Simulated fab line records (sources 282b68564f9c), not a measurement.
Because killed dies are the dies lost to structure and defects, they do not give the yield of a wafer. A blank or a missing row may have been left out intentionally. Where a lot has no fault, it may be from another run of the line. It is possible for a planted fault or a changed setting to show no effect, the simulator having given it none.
Comparing a struck lot with a sound one | flow rit-cmos | 19 out of 202 route steps
Sound: wafers L696.1, L696.3, L696.5. Struck: wafers L711.2, L711.4, L711.6. The cause is given at the end.
For every step that has rows: the tool of each side, followed by ch and its chambers, followed by its first start. Under that, the readings that differ: sound wafers | struck wafers | difference of the means | sigmas: that difference in standard deviations of wafers without a fault.
alike: words and numbers the same on both sides, and readings whose means are apart by under 2 such deviations; not compared: readings that were withheld, readings missing a value for some wafer, numbers with overlapping values and no deviation given by the record, and bounds like >300 which may hide the same value.
The two part at a step that has a row with sigmas, a row that says differs or no value, or rows on one side only. When numbers do not overlap yet have no deviation, they are printed without sigmas and do not part them. A reading that every wafer of one side lacks parts them only if that side has two wafers or more.

first, 1 step without rows for these wafers: RIT_GATE_CLEAN_04 (cleans in dHF, time 60 s).
RIT_FOX2_THK_MEAS_91:
  struck on film-metro-04, day 7 04:45; sound on film-metro-04, day 3 12:13
  alike: FIELD_OXIDE_LEFT_2_THK
then, 2 steps without rows for these wafers: RIT_GATE_OXIDATION_05 (target thk 3 nm, ox time 270 s); RIT_GATE_ANNEAL_06 (time 600 s).
RIT_GATE_THK_MEAS_07:
  struck on film-metro-02, day 7 09:08; sound on film-metro-04, day 3 16:46
  alike: GATE_OXIDE_THK
then, 1 step without rows for these wafers: RIT_GATE_CVD_08 (deposits poly-Si from SiH4, target thk 250 nm, time 2220 s).
RIT_GATE_THK_MEAS_09:
  struck on film-metro-02, day 7 11:49; sound on film-metro-02, day 3 18:27
  alike: GATE_POLY_THK
then, 5 steps without rows for these wafers: RIT_GATE_HMDS_10 (prime time 60 s); RIT_GATE_COAT_11 (resist thk 850 nm); RIT_GATE_SOFTBAKE_12 (time 60 s); RIT_GATE_EXPOSE_13 (exposes mask M6, target cd 150 nm); RIT_GATE_PEB_14.
RIT_GATE_DEVELOP_15: develop time 50 s.
  sound on litho-track-04 ch 0, day 3 19:00; struck on litho-track-01 ch 0, day 7 12:00
  reading              | sound             | struck            | difference | sigmas
  developer-temp-C (C) | 23.01 22.96 23.08 | 23.70 23.73 23.75 | +0.71      | +7
RIT_GATE_CD_MEAS_16: the cd target is 150 nm.
  struck on cd-sem-01, day 7 12:59; sound on cd-sem-01, day 3 19:22
  alike: cd-nm
RIT_GATE_OVL_MEAS_17:
  struck on overlay-02, day 7 13:05; sound on overlay-01, day 3 19:29
  alike: GATE_OVL
then, 1 step without rows for these wafers: RIT_GATE_HARDBAKE_18 (time 60 s).
RIT_GATE_ETCH_19: etches poly-Si in SF6/CHF3/O2, stops on SiO2, time 165 s, target depth 312.5 nm.
  sound on rie-si-02 ch 0,1, day 3 19:40; struck on rie-si-02 ch 0,3, day 7 13:16
  alike: drypump-motor-current-A, oes-product-au, throttle-valve-pct
  not compared: rf-hours-counter-h, model.GATE.cd-nm
RIT_GATE_STRIP_20: strips in O2, time 180 s.
  sound on plasma-asher-04 ch 0,1, day 3 19:46; struck on plasma-asher-03 ch 0,1, day 7 13:23
  alike: drypump-motor-current-A, rf-refl-power-W
  not compared: rf-hours-counter-h
RIT_M1_PROBE_99:
  struck on prober-01, day 8 12:28; sound on prober-02, day 4 16:34
  alike: killed-at-contacts, killed-at-front-end, killed-dies, killed-open, killed-short
  not compared: model.etest.ppoly-line.width-nm

== WHERE THEY PART ==
Only at RIT_GATE_DEVELOP_15, as far as this record shows. Later steps at which nothing parts them and some readings are alike: RIT_GATE_CD_MEAS_16, RIT_GATE_OVL_MEAS_17, RIT_GATE_ETCH_19, RIT_GATE_STRIP_20, RIT_M1_PROBE_99.

WHY: the cause the simulator had injected
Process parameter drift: litho-track-01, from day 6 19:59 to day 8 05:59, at RIT_GATE_DEVELOP_15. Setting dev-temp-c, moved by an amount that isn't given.
